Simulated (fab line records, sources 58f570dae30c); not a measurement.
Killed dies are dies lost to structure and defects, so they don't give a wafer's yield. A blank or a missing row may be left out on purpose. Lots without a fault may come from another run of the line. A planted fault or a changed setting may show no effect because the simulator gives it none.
Split-lot experiment | flow berkeley_cmos170 | 5 lots, 27 wafers read, on a route of 331 steps

THE SPLIT
At UCB170_M1_METAL_ETCH_12 (etches Al in Cl2/BCl3, stops on PSG, target depth 780 nm, time 130 s), the setting time_s was moved away from the recipe's 130 s on 12 of the 27 wafers read, by -50.9% to +39.8%. The other wafers ran this setting at the recipe's value.

FROM THE SPLIT TO THE READING: what the file shows between them, 1 step
- UCB170_M1_STRIP_13: strips in O2

THE READING
cd_nm, in nm, at UCB170_M1_CD_MEAS_90 (target cd 700 nm). Fault-free wafers of this fab line usually give 699.7 nm, standard deviation 2.3 nm.

wafer  | tool, chamber at the split | time_s as run, s | against the recipe | cd_nm, nm | against lot-mates on the recipe
L075.1 | rie_metal-03, 0            | 130              | recipe             | 696.1     | -
L075.2 | rie_metal-03, 1            | 91.07            | -29.9%             | 705.4     | +9.3
L075.3 | rie_metal-03, 1            | 91.07            | -29.9%             | 705.8     | +9.7
L075.4 | rie_metal-03, 0            | 91.07            | -29.9%             | 706.1     | +10.0
L075.5 | rie_metal-03, 1            | 130              | recipe             | 696.3     | -
L075.6 | rie_metal-03, 0            | 130              | recipe             | 695.9     | -
L079.1 | rie_metal-04, 1            | 130              | recipe             | 701.1     | -
L079.2 | rie_metal-04, 1            | 63.81            | -50.9%             | 717.2     | +17.7
L079.3 | rie_metal-04, 1            | 130              | recipe             | 699.0     | -
L079.4 | rie_metal-04, 1            | 63.81            | -50.9%             | 716.4     | +16.9
L079.5 | rie_metal-04, 1            | 130              | recipe             | 698.5     | -
L079.6 | rie_metal-04, 1            | 63.81            | -50.9%             | 716.1     | +16.6
L080.1 | rie_metal-02, 0            | 130              | recipe             | 699.0     | -
L080.2 | rie_metal-02, 1            | 130              | recipe             | 702.7     | -
L080.3 | rie_metal-02, 0            | 130              | recipe             | 701.6     | -
L083.1 | rie_metal-02, 1            | 130              | recipe             | 703.8     | -
L083.2 | rie_metal-02, 0            | 130              | recipe             | 699.4     | -
L083.3 | rie_metal-02, 1            | 181.7            | +39.8%             | 689.9     | -12.5
L083.4 | rie_metal-02, 0            | 181.7            | +39.8%             | 690.4     | -12.0
L083.5 | rie_metal-02, 0            | 181.7            | +39.8%             | 692.2     | -10.2
L083.6 | rie_metal-02, 1            | 130              | recipe             | 703.9     | -
L082.1 | rie_metal-03, 1            | 78.43            | -39.7%             | 711.5     | +12.2
L082.2 | rie_metal-03, 0            | 130              | recipe             | 699.5     | -
L082.3 | rie_metal-03, 0            | 78.43            | -39.7%             | 708.4     | +9.1
L082.4 | rie_metal-03, 1            | 130              | recipe             | 699.3     | -
L082.5 | rie_metal-03, 1            | 130              | recipe             | 699.0     | -
L082.6 | rie_metal-03, 0            | 78.43            | -39.7%             | 708.5     | +9.2

THE FIT
A straight line over all 27 wafers: cd_nm changes by -0.265 nm for each +1% of time_s; r = -0.94; the points scatter about the line by 2.5 nm.
The same after taking each lot's own level away (the mean of its wafers on the recipe; 27 wafers): -0.303 nm for each +1%; r = -0.98; scatter 1.5 nm.
On that fit, the largest move of time_s shifts the reading by 15 nm.
The lots' own levels span 696.10 to 702.37 nm, that is 2.7 times the standard deviation above.
So the lot-to-lot level changes the slope: the two fits differ.
Check: with one of the wafers moved furthest among these (-50.9%) left out of the fit, the line predicts +15.2 nm for it against its lot-mates. It came out at +17.7 nm against them.
Tool readings at the split's step, against how far the setting was moved: oes_product_au r = -0.87.

OTHER SPLITS ON THESE WAFERS
These wafers also went through other splits before the reading. Each is held against what the fit with the lots' levels taken away leaves over:
other split on the same wafers       | wafers away from the commonest value | r with cd_nm (lot level and that fit taken away)
UCB170_NWELL_ETCH_13 time_s          | 9                                    | +0.22
UCB170_ACTIVE_CVD_05 time_s          | 18                                   | +0.32
UCB170_PSD_DEVELOP_05 develop_time_s | 6                                    | -0.07

THE WHOLE CHAIN: every reading that the file lists as answering this split, in the file's order
step                    | what it does                                                         | reading                                                                   | change (the file's fit)                                                              | r (the file's)
UCB170_M1_METAL_ETCH_12 | etches Al in Cl2/BCl3, stops on PSG, target depth 780 nm, time 130 s | oes_product_au                                                            | -0.00278 a.u. for each +1% of the setting                                            | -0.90
UCB170_M1_METAL_ETCH_12 | etches Al in Cl2/BCl3, stops on PSG, target depth 780 nm, time 130 s | M1.feature_depth_nm (the simulator's own value, which no gauge read)      | not straight: 387.6 at the lowest setting, 638.1 at the recipe, 657 at the highest   | not given
UCB170_M1_METAL_ETCH_12 | etches Al in Cl2/BCl3, stops on PSG, target depth 780 nm, time 130 s | etch.depth_nm (the simulator's own value, which no gauge read)            | not straight: 387.6 at the lowest setting, 600.5 at the recipe, 601.5 at the highest | not given
UCB170_M1_METAL_ETCH_12 | etches Al in Cl2/BCl3, stops on PSG, target depth 780 nm, time 130 s | KrF_of_M1_COAT_04.thk_nm (the simulator's own value, which no gauge read) | -4.45 nm for each +1% of the setting                                                 | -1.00
UCB170_M1_STRIP_13      | strips in O2                                                         | oes_product_au                                                            | not straight: 0.724 at the lowest setting, 0.721 at the recipe, 0.592 at the highest | not given
UCB170_M1_CD_MEAS_90    | target cd 700 nm                                                     | cd_nm                                                                     | -0.305 nm for each +1% of the setting                                                | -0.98

THE FILE'S OWN FIT
cd_nm changes by -0.305 nm for each +1% of time_s, r = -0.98.
